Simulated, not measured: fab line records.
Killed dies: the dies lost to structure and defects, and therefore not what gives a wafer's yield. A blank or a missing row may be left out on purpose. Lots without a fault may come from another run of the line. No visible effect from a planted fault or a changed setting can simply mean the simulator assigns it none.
fab line records / flow berkeley_cmos170
record lots=7 wafers=21 last_day=11
route steps=331 shown PWELL@38
lots with no fault: from the same line, run without faults
start_h: hours from the record's opening day to when the first of the lot's shown wafers began / wait_h: how many hours have passed since the lot's step before this one / " as in the row above / L1.1+2: several wafers, shown together as one row / - no value present, or no start provided / * or withheld: withheld / < > ~ a bound
route shown NAME@n: NAME is a module with steps in the file, n the number in the route of the first one / usual: mean and standard deviation over wafers with no fault / same: alike in all rows / chamber/n: place in a boat / sites: the reading at each site / _std_site: their standard deviation / _edge_site: outer sites' mean less inner sites' / radius_mm: how far each site lies from the wafer's centre / mask NAME#n: copy n / behind: the tool/chamber that last shaped the wafer / hold: the reason the lot was held/the length of the hold in hours/how it ended / device: the transistor (n, p or np) that didn't switch / end of line: tests of these same wafers at the route's end / a step without rows: its recipe alone / killed: at the first sort, the dies lost to defects and structure; wafer yield is something else / map: per-die view of a wafer (x killed, . not killed, _ where there is no die)
set.NAME: the setting as run; set.NAME@STEP: as run at that earlier step / model.NAME: the simulator's own value behind a step, which no gauge read
certain route steps with their lots: each step a table, each wafer a row
services: the hour from which a tool's chamber was out of use, counted from the record's first day as start_h (under 0 if before that day), plus the number of hours and why
## steps
# step UCB170_PWELL_ANNEAL_04
# recipe temp_c=1000 time_s=900 ambient=N2
# step UCB170_PWELL_CVD_05
# recipe material=Si3N4 target_thk_nm=220 temp_c=800 precursor=SiH2Cl2/NH3 time_s=3300 pressure_mtorr=200 sih2cl2_flow_sccm=25 nh3_flow_sccm=75
# step UCB170_PWELL_THK_MEAS_06
# recipe reads=Si3N4_of_PWELL_CVD_05
# usual PWELL_NITRIDE_THK=220.4/2.1
lot.wafer=L677.2 tool=film_metro-01 chamber=- start_h=57.30 wait_h=0.0 PWELL_NITRIDE_THK[nm]=223.9
lot.wafer=L677.4 tool=film_metro-01 chamber=- start_h=57.30 wait_h=0.0 PWELL_NITRIDE_THK[nm]=221.2
lot.wafer=L677.5 tool=film_metro-01 chamber=- start_h=57.30 wait_h=0.0 PWELL_NITRIDE_THK[nm]=221.4
lot.wafer=L680.2 tool=film_metro-01 chamber=- start_h=70.11 wait_h=0.0 PWELL_NITRIDE_THK[nm]=222.5
lot.wafer=L680.4 tool=film_metro-01 chamber=- start_h=70.11 wait_h=0.0 PWELL_NITRIDE_THK[nm]=225.1
lot.wafer=L680.6 tool=film_metro-01 chamber=- start_h=70.11 wait_h=0.0 PWELL_NITRIDE_THK[nm]=224.7
lot.wafer=L683.1 tool=film_metro-04 chamber=- start_h=87.35 wait_h=0.0 PWELL_NITRIDE_THK[nm]=219.2
lot.wafer=L683.3 tool=film_metro-04 chamber=- start_h=87.35 wait_h=0.0 PWELL_NITRIDE_THK[nm]=219.7
lot.wafer=L683.6 tool=film_metro-04 chamber=- start_h=87.35 wait_h=0.0 PWELL_NITRIDE_THK[nm]=220.8
lot.wafer=L684.3 tool=film_metro-02 chamber=- start_h=87.37 wait_h=0.0 PWELL_NITRIDE_THK[nm]=218.3
lot.wafer=L684.4 tool=film_metro-02 chamber=- start_h=87.37 wait_h=0.0 PWELL_NITRIDE_THK[nm]=217.6
lot.wafer=L684.5 tool=film_metro-02 chamber=- start_h=87.37 wait_h=0.0 PWELL_NITRIDE_THK[nm]=218.8
lot.wafer=L685.1 tool=film_metro-04 chamber=- start_h=94.60 wait_h=0.0 PWELL_NITRIDE_THK[nm]=220.8
lot.wafer=L685.5 tool=film_metro-04 chamber=- start_h=94.60 wait_h=0.0 PWELL_NITRIDE_THK[nm]=221.4
lot.wafer=L685.6 tool=film_metro-04 chamber=- start_h=94.60 wait_h=0.0 PWELL_NITRIDE_THK[nm]=221.0
lot.wafer=L695.1 tool=film_metro-04 chamber=- start_h=144.53 wait_h=0.0 PWELL_NITRIDE_THK[nm]=222.4
lot.wafer=L695.3 tool=film_metro-04 chamber=- start_h=144.53 wait_h=0.0 PWELL_NITRIDE_THK[nm]=219.3
lot.wafer=L695.6 tool=film_metro-04 chamber=- start_h=144.53 wait_h=0.0 PWELL_NITRIDE_THK[nm]=222.1
lot.wafer=L697.3 tool=film_metro-04 chamber=- start_h=150.74 wait_h=0.0 PWELL_NITRIDE_THK[nm]=225.5
lot.wafer=L697.5 tool=film_metro-04 chamber=- start_h=150.74 wait_h=0.0 PWELL_NITRIDE_THK[nm]=224.4
lot.wafer=L697.6 tool=film_metro-04 chamber=- start_h=150.74 wait_h=0.0 PWELL_NITRIDE_THK[nm]=224.7
# step UCB170_PWELL_HMDS_07
# recipe prime_time_s=60 prime_temp_c=100
# step UCB170_PWELL_COAT_08
# recipe resist=KrF spin_rpm=1500 resist_thk_nm=900
# step UCB170_PWELL_SOFTBAKE_09
# recipe resist=KrF temp_c=130 time_s=60
# step UCB170_PWELL_EXPOSE_10
# recipe mask_id=PWELL target_cd_nm=3000 na=0.5 sigma_outer=0.6 source_shape=conventional dose_mj=19
# step UCB170_PWELL_PEB_11
# recipe peb_temp_c=130 peb_time_s=withheld resist=KrF
# step UCB170_PWELL_DEVELOP_12
# recipe developer=TMAH develop_time_s=45 resist=KrF dev_temp_c=21
# step UCB170_PWELL_OVL_MEAS_13
# usual PWELL_OVL=0/5.5
lot.wafer=L677.2 tool=overlay-01 chamber=- start_h=58.89 wait_h=- PWELL_OVL[nm]=-4
lot.wafer=L677.4 tool=overlay-01 chamber=- start_h=58.89 wait_h=- PWELL_OVL[nm]=2
lot.wafer=L677.5 tool=overlay-01 chamber=- start_h=58.89 wait_h=- PWELL_OVL[nm]=11
lot.wafer=L680.2 tool=overlay-01 chamber=- start_h=72.46 wait_h=- PWELL_OVL[nm]=4
lot.wafer=L680.4 tool=overlay-01 chamber=- start_h=72.46 wait_h=- PWELL_OVL[nm]=5
lot.wafer=L680.6 tool=overlay-01 chamber=- start_h=72.46 wait_h=- PWELL_OVL[nm]=3
lot.wafer=L683.1 tool=overlay-02 chamber=- start_h=90.16 wait_h=- PWELL_OVL[nm]=-3
lot.wafer=L683.3 tool=overlay-02 chamber=- start_h=90.16 wait_h=- PWELL_OVL[nm]=2
lot.wafer=L683.6 tool=overlay-02 chamber=- start_h=90.16 wait_h=- PWELL_OVL[nm]=-2
lot.wafer=L684.3 tool=overlay-02 chamber=- start_h=90.55 wait_h=- PWELL_OVL[nm]=5
lot.wafer=L684.4 tool=overlay-02 chamber=- start_h=90.55 wait_h=- PWELL_OVL[nm]=-1
lot.wafer=L684.5 tool=overlay-02 chamber=- start_h=90.55 wait_h=- PWELL_OVL[nm]=5
lot.wafer=L685.1 tool=overlay-02 chamber=- start_h=95.71 wait_h=- PWELL_OVL[nm]=2
lot.wafer=L685.5 tool=overlay-02 chamber=- start_h=95.71 wait_h=- PWELL_OVL[nm]=4
lot.wafer=L685.6 tool=overlay-02 chamber=- start_h=95.71 wait_h=- PWELL_OVL[nm]=-4
lot.wafer=L695.1 tool=overlay-01 chamber=- start_h=146.76 wait_h=- PWELL_OVL[nm]=1
lot.wafer=L695.3 tool=overlay-01 chamber=- start_h=146.76 wait_h=- PWELL_OVL[nm]=-5
lot.wafer=L695.6 tool=overlay-01 chamber=- start_h=146.76 wait_h=- PWELL_OVL[nm]=-7
lot.wafer=L697.3 tool=overlay-02 chamber=- start_h=152.29 wait_h=- PWELL_OVL[nm]=-2
lot.wafer=L697.5 tool=overlay-02 chamber=- start_h=152.29 wait_h=- PWELL_OVL[nm]=1
lot.wafer=L697.6 tool=overlay-02 chamber=- start_h=152.29 wait_h=- PWELL_OVL[nm]=-3
# step UCB170_PWELL_ETCH_14
# recipe chemistry=CH3F/Ar/O2 target=Si3N4 stop_on=SiO2 CH3F_flow_sccm=20 Ar_flow_sccm=50 O2_flow_sccm=7 pressure_mtorr=50 rf_w=450 target_depth_a=2420 over_etch_frac=0.1 time_s=151
# usual drypump_motor_current_A=5.8/0.51 oes_product_au=0.939/0.015 throttle_valve_pct=8.01/0.13
lot.wafer=L677.2 tool=rie_diel-03 chamber=1 start_h=58.92 wait_h=0.0 drypump_motor_current_A=5.3 oes_product_au=0.929 rf_hours_counter_h=37 throttle_valve_pct=8.28
lot.wafer=L677.4 tool=rie_diel-03 chamber=3 start_h=58.92 wait_h=0.0 drypump_motor_current_A=4.8 oes_product_au=0.942 rf_hours_counter_h=172 throttle_valve_pct=8.04
lot.wafer=L677.5 tool=rie_diel-03 chamber=2 start_h=58.92 wait_h=0.0 drypump_motor_current_A=6.3 oes_product_au=0.936 rf_hours_counter_h=- throttle_valve_pct=8.03
lot.wafer=L680.2 tool=rie_diel-04 chamber=1 start_h=72.49 wait_h=0.0 drypump_motor_current_A=5.7 oes_product_au=0.934 rf_hours_counter_h=105 throttle_valve_pct=8.00
lot.wafer=L680.4 tool=rie_diel-04 chamber=0 start_h=72.49 wait_h=0.0 drypump_motor_current_A=6.5 oes_product_au=0.949 rf_hours_counter_h=153 throttle_valve_pct=7.87
lot.wafer=L680.6 tool=rie_diel-04 chamber=3 start_h=72.49 wait_h=0.0 drypump_motor_current_A=6.0 oes_product_au=0.938 rf_hours_counter_h=- throttle_valve_pct=8.17
lot.wafer=L683.1 tool=rie_diel-03 chamber=1 start_h=90.20 wait_h=0.0 drypump_motor_current_A=5.3 oes_product_au=0.918 rf_hours_counter_h=39 throttle_valve_pct=8.30
lot.wafer=L683.3 tool=rie_diel-03 chamber=3 start_h=90.20 wait_h=0.0 drypump_motor_current_A=4.8 oes_product_au=0.949 rf_hours_counter_h=1 throttle_valve_pct=8.03
lot.wafer=L683.6 tool=rie_diel-03 chamber=2 start_h=90.20 wait_h=0.0 drypump_motor_current_A=6.3 oes_product_au=0.936 rf_hours_counter_h=- throttle_valve_pct=8.05
lot.wafer=L684.3 tool=rie_diel-04 chamber=3 start_h=90.58 wait_h=0.0 drypump_motor_current_A=5.9 oes_product_au=0.917 rf_hours_counter_h=69 throttle_valve_pct=8.19
lot.wafer=L684.4 tool=rie_diel-04 chamber=2 start_h=90.58 wait_h=0.0 drypump_motor_current_A=6.6 oes_product_au=0.918 rf_hours_counter_h=100 throttle_valve_pct=7.89
lot.wafer=L684.5 tool=rie_diel-04 chamber=2 start_h=90.58 wait_h=0.0 drypump_motor_current_A=6.6 oes_product_au=0.914 rf_hours_counter_h=- throttle_valve_pct=7.88
lot.wafer=L685.1 tool=rie_diel-04 chamber=3 start_h=95.75 wait_h=0.0 drypump_motor_current_A=5.9 oes_product_au=0.937 rf_hours_counter_h=70 throttle_valve_pct=8.18
lot.wafer=L685.5 tool=rie_diel-04 chamber=0 start_h=95.75 wait_h=0.0 drypump_motor_current_A=6.5 oes_product_au=0.938 rf_hours_counter_h=- throttle_valve_pct=7.83
lot.wafer=L685.6 tool=rie_diel-04 chamber=3 start_h=95.75 wait_h=0.0 drypump_motor_current_A=5.9 oes_product_au=0.933 rf_hours_counter_h=- throttle_valve_pct=8.16
lot.wafer=L695.1 tool=rie_diel-02 chamber=0 start_h=146.80 wait_h=0.0 drypump_motor_current_A=5.4 oes_product_au=0.943 rf_hours_counter_h=131 throttle_valve_pct=8.01
lot.wafer=L695.3 tool=rie_diel-02 chamber=1 start_h=146.80 wait_h=0.0 drypump_motor_current_A=6.1 oes_product_au=0.960 rf_hours_counter_h=22 throttle_valve_pct=7.82
lot.wafer=L695.6 tool=rie_diel-02 chamber=3 start_h=146.80 wait_h=0.0 drypump_motor_current_A=5.6 oes_product_au=0.962 rf_hours_counter_h=- throttle_valve_pct=8.05
lot.wafer=L697.3 tool=rie_diel-04 chamber=1 start_h=152.31 wait_h=0.0 drypump_motor_current_A=5.6 oes_product_au=0.958 rf_hours_counter_h=109 throttle_valve_pct=8.01
lot.wafer=L697.5 tool=rie_diel-04 chamber=2 start_h=152.31 wait_h=0.0 drypump_motor_current_A=6.6 oes_product_au=0.938 rf_hours_counter_h=- throttle_valve_pct=7.87
lot.wafer=L697.6 tool=rie_diel-04 chamber=1 start_h=152.31 wait_h=0.0 drypump_motor_current_A=5.7 oes_product_au=0.953 rf_hours_counter_h=- throttle_valve_pct=8.02
# step UCB170_PWELL_IMPLANT_15
# recipe species=B dose_cm2=5e+12 energy_kev=60 tilt_deg=7
# step UCB170_PWELL_STRIP_16
# recipe chemistry=O2 power_w=400 pressure_mtorr=3500 platen_temp_c=withheld o2_flow_sccm=400 overash_fraction=0.5
# usual chamber_pressure_mTorr=3500/3.1 drypump_motor_current_A=5.7/0.38 oes_product_au=0.721/0.0047 strip_time_to_endpoint_s=18.06/0.088
lot.wafer=L677.2 tool=plasma_asher-02 chamber=1 start_h=59.17 wait_h=0.1 chamber_pressure_mTorr=3499 drypump_motor_current_A=5.6 oes_product_au=0.727 rf_hours_counter_h=33 strip_time_to_endpoint_s=18.09 model.KrF_of_PWELL_COAT_08.thk_nm=0
lot.wafer=L677.4 tool=plasma_asher-02 chamber=1 start_h=59.17 wait_h=0.1 chamber_pressure_mTorr=3505 drypump_motor_current_A=5.6 oes_product_au=0.722 rf_hours_counter_h=- strip_time_to_endpoint_s=18.11 model.KrF_of_PWELL_COAT_08.thk_nm=0
lot.wafer=L677.5 tool=plasma_asher-02 chamber=1 start_h=59.17 wait_h=0.1 chamber_pressure_mTorr=3497 drypump_motor_current_A=5.6 oes_product_au=0.717 rf_hours_counter_h=- strip_time_to_endpoint_s=18.13 model.KrF_of_PWELL_COAT_08.thk_nm=0
lot.wafer=L680.2 tool=plasma_asher-01 chamber=1 start_h=72.75 wait_h=0.1 chamber_pressure_mTorr=3500 drypump_motor_current_A=5.8 oes_product_au=0.731 rf_hours_counter_h=35 strip_time_to_endpoint_s=18.13 model.KrF_of_PWELL_COAT_08.thk_nm=0
lot.wafer=L680.4 tool=plasma_asher-01 chamber=1 start_h=72.75 wait_h=0.1 chamber_pressure_mTorr=3501 drypump_motor_current_A=5.8 oes_product_au=0.717 rf_hours_counter_h=- strip_time_to_endpoint_s=18.09 model.KrF_of_PWELL_COAT_08.thk_nm=0
lot.wafer=L680.6 tool=plasma_asher-01 chamber=1 start_h=72.75 wait_h=0.1 chamber_pressure_mTorr=3492 drypump_motor_current_A=5.8 oes_product_au=0.724 rf_hours_counter_h=- strip_time_to_endpoint_s=18.05 model.KrF_of_PWELL_COAT_08.thk_nm=0
lot.wafer=L683.1 tool=plasma_asher-02 chamber=0 start_h=90.45 wait_h=0.1 chamber_pressure_mTorr=- drypump_motor_current_A=- oes_product_au=- rf_hours_counter_h=- strip_time_to_endpoint_s=- model.KrF_of_PWELL_COAT_08.thk_nm=722.4
lot.wafer=L683.3 tool=plasma_asher-02 chamber=0 start_h=90.45 wait_h=0.1 chamber_pressure_mTorr=- drypump_motor_current_A=- oes_product_au=- rf_hours_counter_h=- strip_time_to_endpoint_s=- model.KrF_of_PWELL_COAT_08.thk_nm=719.2
lot.wafer=L683.6 tool=plasma_asher-02 chamber=1 start_h=90.45 wait_h=0.1 chamber_pressure_mTorr=- drypump_motor_current_A=- oes_product_au=- rf_hours_counter_h=- strip_time_to_endpoint_s=- model.KrF_of_PWELL_COAT_08.thk_nm=718.7
lot.wafer=L684.3 tool=plasma_asher-02 chamber=0 start_h=90.86 wait_h=0.1 chamber_pressure_mTorr=- drypump_motor_current_A=- oes_product_au=- rf_hours_counter_h=- strip_time_to_endpoint_s=- model.KrF_of_PWELL_COAT_08.thk_nm=721.4
lot.wafer=L684.4 tool=plasma_asher-02 chamber=1 start_h=90.86 wait_h=0.1 chamber_pressure_mTorr=- drypump_motor_current_A=- oes_product_au=- rf_hours_counter_h=- strip_time_to_endpoint_s=- model.KrF_of_PWELL_COAT_08.thk_nm=725.3
lot.wafer=L684.5 tool=plasma_asher-02 chamber=0 start_h=90.86 wait_h=0.1 chamber_pressure_mTorr=- drypump_motor_current_A=- oes_product_au=- rf_hours_counter_h=- strip_time_to_endpoint_s=- model.KrF_of_PWELL_COAT_08.thk_nm=726
lot.wafer=L685.1 tool=plasma_asher-01 chamber=1 start_h=96.00 wait_h=0.1 chamber_pressure_mTorr=- drypump_motor_current_A=- oes_product_au=- rf_hours_counter_h=- strip_time_to_endpoint_s=- model.KrF_of_PWELL_COAT_08.thk_nm=722.4
lot.wafer=L685.5 tool=plasma_asher-01 chamber=0 start_h=96.00 wait_h=0.1 chamber_pressure_mTorr=- drypump_motor_current_A=- oes_product_au=- rf_hours_counter_h=- strip_time_to_endpoint_s=- model.KrF_of_PWELL_COAT_08.thk_nm=720.8
lot.wafer=L685.6 tool=plasma_asher-01 chamber=1 start_h=96.00 wait_h=0.1 chamber_pressure_mTorr=- drypump_motor_current_A=- oes_product_au=- rf_hours_counter_h=- strip_time_to_endpoint_s=- model.KrF_of_PWELL_COAT_08.thk_nm=723.4
lot.wafer=L695.1 tool=plasma_asher-01 chamber=0 start_h=147.05 wait_h=0.1 chamber_pressure_mTorr=3506 drypump_motor_current_A=5.1 oes_product_au=0.719 rf_hours_counter_h=44 strip_time_to_endpoint_s=17.94 model.KrF_of_PWELL_COAT_08.thk_nm=0
lot.wafer=L695.3 tool=plasma_asher-01 chamber=1 start_h=147.05 wait_h=0.1 chamber_pressure_mTorr=3497 drypump_motor_current_A=5.8 oes_product_au=0.719 rf_hours_counter_h=- strip_time_to_endpoint_s=18.09 model.KrF_of_PWELL_COAT_08.thk_nm=0
lot.wafer=L695.6 tool=plasma_asher-01 chamber=1 start_h=147.05 wait_h=0.1 chamber_pressure_mTorr=3499 drypump_motor_current_A=5.8 oes_product_au=0.720 rf_hours_counter_h=- strip_time_to_endpoint_s=17.98 model.KrF_of_PWELL_COAT_08.thk_nm=0
lot.wafer=L697.3 tool=plasma_asher-01 chamber=1 start_h=152.60 wait_h=0.1 chamber_pressure_mTorr=3505 drypump_motor_current_A=5.8 oes_product_au=0.720 rf_hours_counter_h=- strip_time_to_endpoint_s=18.20 model.KrF_of_PWELL_COAT_08.thk_nm=0
lot.wafer=L697.5 tool=plasma_asher-01 chamber=0 start_h=152.60 wait_h=0.1 chamber_pressure_mTorr=3501 drypump_motor_current_A=5.1 oes_product_au=0.717 rf_hours_counter_h=- strip_time_to_endpoint_s=18.18 model.KrF_of_PWELL_COAT_08.thk_nm=0
lot.wafer=L697.6 tool=plasma_asher-01 chamber=1 start_h=152.60 wait_h=0.1 chamber_pressure_mTorr=3501 drypump_motor_current_A=5.8 oes_product_au=0.719 rf_hours_counter_h=- strip_time_to_endpoint_s=18.26 model.KrF_of_PWELL_COAT_08.thk_nm=0
# step UCB170_PWELL_TW_MEAS_17
# usual PWELL_TW=378.5/1.7
lot.wafer=L677.2 tool=film_metro-01 chamber=- start_h=59.28 wait_h=0.1 PWELL_TW=379.5
lot.wafer=L677.4 tool=film_metro-01 chamber=- start_h=59.28 wait_h=0.1 PWELL_TW=376.2
lot.wafer=L677.5 tool=film_metro-01 chamber=- start_h=59.28 wait_h=0.1 PWELL_TW=378.1
lot.wafer=L680.2 tool=film_metro-04 chamber=- start_h=72.86 wait_h=0.1 PWELL_TW=377.8
lot.wafer=L680.4 tool=film_metro-04 chamber=- start_h=72.86 wait_h=0.1 PWELL_TW=376.2
lot.wafer=L680.6 tool=film_metro-04 chamber=- start_h=72.86 wait_h=0.1 PWELL_TW=377.5
lot.wafer=L683.1 tool=film_metro-01 chamber=- start_h=90.55 wait_h=0.1 PWELL_TW=382.4
lot.wafer=L683.3 tool=film_metro-01 chamber=- start_h=90.55 wait_h=0.1 PWELL_TW=380.9
lot.wafer=L683.6 tool=film_metro-01 chamber=- start_h=90.55 wait_h=0.1 PWELL_TW=377.9
lot.wafer=L684.3 tool=film_metro-04 chamber=- start_h=90.95 wait_h=0.1 PWELL_TW=377.7
lot.wafer=L684.4 tool=film_metro-04 chamber=- start_h=90.95 wait_h=0.1 PWELL_TW=376.3
lot.wafer=L684.5 tool=film_metro-04 chamber=- start_h=90.95 wait_h=0.1 PWELL_TW=378.2
lot.wafer=L685.1 tool=film_metro-01 chamber=- start_h=96.10 wait_h=0.1 PWELL_TW=380.5
lot.wafer=L685.5 tool=film_metro-01 chamber=- start_h=96.10 wait_h=0.1 PWELL_TW=382.1
lot.wafer=L685.6 tool=film_metro-01 chamber=- start_h=96.10 wait_h=0.1 PWELL_TW=381.9
lot.wafer=L695.1 tool=film_metro-01 chamber=- start_h=147.15 wait_h=0.1 PWELL_TW=379.9
lot.wafer=L695.3 tool=film_metro-01 chamber=- start_h=147.15 wait_h=0.1 PWELL_TW=380.3
lot.wafer=L695.6 tool=film_metro-01 chamber=- start_h=147.15 wait_h=0.1 PWELL_TW=380.2
lot.wafer=L697.3 tool=film_metro-01 chamber=- start_h=152.69 wait_h=0.1 PWELL_TW=377.7
lot.wafer=L697.5 tool=film_metro-01 chamber=- start_h=152.69 wait_h=0.1 PWELL_TW=380.5
lot.wafer=L697.6 tool=film_metro-01 chamber=- start_h=152.69 wait_h=0.1 PWELL_TW=379.6
## services
tool=rie_diel-03 chamber=3 start_h=59.98 hours=- kind=clean
tool=rie_diel-03 chamber=3 start_h=59.98 hours=15.3 kind=scheduled_down
tool=rie_diel-03 chamber=3 start_h=59.98 hours=15.3 kind=vent_cycle
tool=rie_diel-04 chamber=2 start_h=67.35 hours=4.5 kind=repair
tool=rie_diel-02 chamber=1 start_h=86.03 hours=10.2 kind=repair
tool=rie_diel-03 chamber=2 start_h=108.32 hours=1.7 kind=repair
tool=rie_diel-02 chamber=2 start_h=117.42 hours=- kind=clean
tool=rie_diel-02 chamber=2 start_h=117.42 hours=20.3 kind=scheduled_down
tool=rie_diel-02 chamber=2 start_h=117.42 hours=20.3 kind=vent_cycle
tool=rie_diel-03 chamber=3 start_h=118.93 hours=3.7 kind=repair
tool=rie_diel-04 chamber=0 start_h=149.40 hours=- kind=clean
tool=rie_diel-04 chamber=0 start_h=149.40 hours=25.9 kind=scheduled_down
tool=rie_diel-04 chamber=0 start_h=149.40 hours=25.9 kind=vent_cycle
## key
first_sign step=UCB170_PWELL_STRIP_16 reading=tool_record direction=missing
effect none on later readings
model_effect step=UCB170_PWELL_STRIP_16 value=KrF_of_PWELL_COAT_08.thk_nm without=0 struck=722.2
met_at UCB170_PWELL_STRIP_16
struck_wafers L683.1,L683.3,L683.6,L684.3,L684.4,L684.5,L685.1,L685.5,L685.6
later_rows_left_out L683.1,L683.3,L683.6,L684.3,L684.4,L684.5,L685.1,L685.5,L685.6
sort_left_out L683.1,L683.3,L683.6,L684.3,L684.4,L684.5,L685.1,L685.5,L685.6
tester_left_out L683,L684,L685
onset_between 72.75 90.45
fault kind=skipped_step_whole tool=plasma_asher-01,plasma_asher-02 chamber=- onset_h=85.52 steps=UCB170_PWELL_STRIP_16 scope=struck_lots_only
# tester_left_out: of these lots the tester's yield and bins aren't shown, on N5 and GAA mostly nor the transistor test; their killed dies are dies lost to structure and defects alone, not to doping, threshold or leakage, so they don't give the yield
# sort_left_out: the simulated sort isn't trusted on such a fault, so these wafers' sort isn't shown, and their yield isn't known
# later_rows_left_out: the simulator's readings of these wafers behind a module that went badly wrong aren't trusted and aren't shown, but for the sort
